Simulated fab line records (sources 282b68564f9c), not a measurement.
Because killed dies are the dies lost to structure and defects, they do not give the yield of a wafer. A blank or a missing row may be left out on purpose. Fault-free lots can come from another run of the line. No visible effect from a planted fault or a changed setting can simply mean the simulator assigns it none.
fab line records + flow rit_cmos
record:
- lots: 15
- wafers: 45
- last_day: 7
route steps=202 shown PSD@150
lots with no fault: from the same line, run without faults
start_h: hours from the record's first day to the start of the lot's first wafer shown + wait_h: how many hours have passed since the lot's step before this one + " the same as in the row above + L1.1+2: several wafers, shown together as one row + - no value present, or no start provided + * or withheld: withheld + < > ~ a bound
route shown NAME@n: NAME is a module with steps in the file, n the number in the route of the first one + usual: average and standard deviation across the fault-free wafers + same: alike in all rows + chamber/n: place in a boat + sites: the reading at each site + _std_site: standard deviation of those values + _edge_site: outer sites' mean less inner sites' + radius_mm: how far each site lies from the wafer's centre + mask NAME#n: copy n + behind: the last tool/chamber to shape the wafer + hold: what put the lot on hold/how long, in hours/how the hold closed + device: transistor that didn't switch, given as n, p or np + end of line: tests run on the same wafers once the route is complete + step lacking rows: just its recipe + killed: at the first sort, the dies lost to defects and structure; wafer yield is something else + map: a wafer's dies, marking killed ones x, the rest . and places with no die _
set.NAME: setting as actually run; set.NAME@STEP: the setting as run at that earlier step + model.NAME: the simulator's own value behind a step, which no gauge read
steps of the route over a sample of lots; a table a step, a row a wafer
services: when a tool's chamber went out of use (start_h, in hours from the record's first day, below 0 if earlier), for how many hours, and the reason
== steps ==
step: RIT_PSD_IMPLANT_08
recipe:
- species: BF2
- energy_kev: 27
- dose_cm2: 5e+15
- tilt_deg: 7
usual:
- faraday_current_uA: 11763/420
| lot.wafer | tool         | chamber | start_h | wait_h | faraday_current_uA |
|-----------|--------------|---------|---------|--------|--------------------|
| L162.4    | implanter-02 | 0       | 56.70   | 0.1    | 11047              |
| L162.5    | "            | 0       | "       | "      | 11202              |
| L162.6    | "            | 0       | "       | "      | 11314              |
| L163.2    | implanter-03 | 0       | 62.17   | 0.1    | 11877              |
| L163.5    | "            | 0       | "       | "      | 11793              |
| L163.6    | "            | 0       | "       | "      | 11886              |
| L166.1    | implanter-03 | 0       | 77.33   | 0.1    | 12178              |
| L166.4    | "            | 0       | "       | "      | 11634              |
| L166.5    | "            | 0       | "       | "      | 11469              |
| L167.2    | implanter-02 | 0       | 79.80   | 0.1    | 11420              |
| L167.3    | "            | 0       | "       | "      | 11401              |
| L167.4    | "            | 0       | "       | "      | 11835              |
| L168.2    | implanter-02 | 0       | 84.23   | 0.1    | 11611              |
| L168.3    | "            | 0       | "       | "      | 11222              |
| L168.5    | "            | 0       | "       | "      | 10903              |
| L171.2    | implanter-03 | 0       | 101.68  | 0.1    | 11907              |
| L171.5    | "            | 0       | "       | "      | 11249              |
| L171.6    | "            | 0       | "       | "      | 11924              |
| L173.2    | implanter-03 | 0       | 110.86  | 0.1    | 11437              |
| L173.4    | "            | 0       | "       | "      | 11651              |
| L173.6    | "            | 0       | "       | "      | 11913              |
| L174.1    | implanter-03 | 0       | 114.03  | 0.1    | 12025              |
| L174.3    | "            | 0       | "       | "      | 12355              |
| L174.5    | "            | 0       | "       | "      | 11712              |
| L176.3    | implanter-04 | 0       | 124.15  | 0.1    | 12002              |
| L176.4    | "            | 0       | "       | "      | 12203              |
| L176.5    | "            | 0       | "       | "      | 12152              |
| L177.2    | implanter-03 | 0       | 129.01  | 0.1    | 11956              |
| L177.3    | "            | 0       | "       | "      | 11542              |
| L177.4    | "            | 0       | "       | "      | 11843              |
| L178.1    | implanter-04 | 0       | 135.05  | 0.1    | 12176              |
| L178.2    | "            | 0       | "       | "      | 11716              |
| L178.6    | "            | 0       | "       | "      | 12276              |
| L179.1    | implanter-03 | 0       | 136.20  | 0.1    | 11593              |
| L179.2    | "            | 0       | "       | "      | 11926              |
| L179.5    | "            | 0       | "       | "      | 11625              |
| L183.2    | implanter-04 | 0       | 157.39  | 0.1    | 12002              |
| L183.3    | "            | 0       | "       | "      | 11707              |
| L183.6    | "            | 0       | "       | "      | 12207              |
| L184.1    | implanter-04 | 0       | 163.87  | 0.1    | 11698              |
| L184.4    | "            | 0       | "       | "      | 12167              |
| L184.5    | "            | 0       | "       | "      | 12197              |
| L185.1    | implanter-02 | 0       | 169.00  | 0.1    | 11164              |
| L185.3    | "            | 0       | "       | "      | 11667              |
| L185.4    | "            | 0       | "       | "      | 12034              |
step: RIT_SDANNEAL_RS_MEAS_04
recipe:
- thk_meas_gauge: four-point-probe
usual:
- PSD_RS: 115.9/0.35
| lot.wafer | tool          | chamber | start_h | wait_h | PSD_RS[ohm/sq] |
|-----------|---------------|---------|---------|--------|----------------|
| L162.4    | film_metro-02 | -       | 57.49   | 0.1    | 115.1          |
| L162.5    | "             | -       | "       | "      | 115.7          |
| L162.6    | "             | -       | "       | "      | 115.6          |
| L163.2    | film_metro-04 | -       | 62.98   | 0.1    | 115.2          |
| L163.5    | "             | -       | "       | "      | 115.2          |
| L163.6    | "             | -       | "       | "      | 115.2          |
| L166.1    | film_metro-04 | -       | 78.15   | 0.0    | 115.5          |
| L166.4    | "             | -       | "       | "      | 115.9          |
| L166.5    | "             | -       | "       | "      | 115.8          |
| L167.2    | film_metro-03 | -       | 80.61   | 0.1    | 116.5          |
| L167.3    | "             | -       | "       | "      | 116.2          |
| L167.4    | "             | -       | "       | "      | 116.3          |
| L168.2    | film_metro-03 | -       | 85.07   | 0.1    | 116.3          |
| L168.3    | "             | -       | "       | "      | 115.9          |
| L168.5    | "             | -       | "       | "      | 116.3          |
| L171.2    | film_metro-04 | -       | 102.58  | 0.1    | 115.9          |
| L171.5    | "             | -       | "       | "      | 115.5          |
| L171.6    | "             | -       | "       | "      | 115.5          |
| L173.2    | film_metro-04 | -       | 111.66  | 0.1    | 115.7          |
| L173.4    | "             | -       | "       | "      | 115.9          |
| L173.6    | "             | -       | "       | "      | 115.8          |
| L174.1    | film_metro-04 | -       | 114.84  | 0.0    | -              |
| L174.3    | "             | -       | "       | "      | -              |
| L174.5    | "             | -       | "       | "      | -              |
| L176.3    | film_metro-04 | -       | 124.95  | 0.1    | 116.1          |
| L176.4    | "             | -       | "       | "      | 115.9          |
| L176.5    | "             | -       | "       | "      | 116.1          |
| L177.2    | film_metro-04 | -       | 129.81  | 0.1    | -              |
| L177.3    | "             | -       | "       | "      | -              |
| L177.4    | "             | -       | "       | "      | -              |
| L178.1    | film_metro-03 | -       | 135.86  | 0.0    | 116.1          |
| L178.2    | "             | -       | "       | "      | 116.1          |
| L178.6    | "             | -       | "       | "      | 115.9          |
| L179.1    | film_metro-03 | -       | 137.01  | 0.0    | -              |
| L179.2    | "             | -       | "       | "      | -              |
| L179.5    | "             | -       | "       | "      | -              |
| L183.2    | film_metro-04 | -       | 158.23  | 0.1    | 115.0          |
| L183.3    | "             | -       | "       | "      | 115.8          |
| L183.6    | "             | -       | "       | "      | 115.9          |
| L184.1    | film_metro-02 | -       | 164.68  | 0.0    | 115.4          |
| L184.4    | "             | -       | "       | "      | 116.0          |
| L184.5    | "             | -       | "       | "      | 115.7          |
| L185.1    | film_metro-04 | -       | 169.81  | 0.0    | 115.7          |
| L185.3    | "             | -       | "       | "      | 115.9          |
| L185.4    | "             | -       | "       | "      | 115.4          |
== services ==
| tool         | chamber | start_h | hours | kind   |
|--------------|---------|---------|-------|--------|
| implanter-02 | -       | 64.63   | 4.8   | repair |
| implanter-04 | -       | 74.66   | 10.1  | repair |
| implanter-03 | -       | 89.85   | 3.6   | pm     |
| implanter-02 | -       | 92.72   | 2.0   | repair |
| implanter-03 | -       | 105.13  | 0.7   | repair |
| implanter-03 | -       | 156.47  | 11.7  | pm     |
| implanter-02 | -       | 163.36  | 0.7   | repair |
== key ==
first_sign:
- step: RIT_SDANNEAL_RS_MEAS_04
- reading: PSD_RS
- direction: missing
effect none on later readings
met_at RIT_PSD_IMPLANT_08
struck_lots L174,L177,L179
tester_left_out L174,L177,L179
onset_between 110.86 114.03
fault:
- kind: process_parameter_drift
- tool: implanter-03
- chamber: -
- onset_h: 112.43
- steps: RIT_PSD_IMPLANT_08
- channel: tilt_deg
- offset: 10
- spread_by_wafer: 0.3
- shape: step
- end_h: 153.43
- acts_in: these_recipes_only
- stated: 7
tester_left_out: of these lots the tester's yield and bins aren't shown, on N5 and GAA mostly nor the transistor test; their killed dies are dies lost to structure and defects alone, not to doping, threshold or leakage, so they don't give the yield
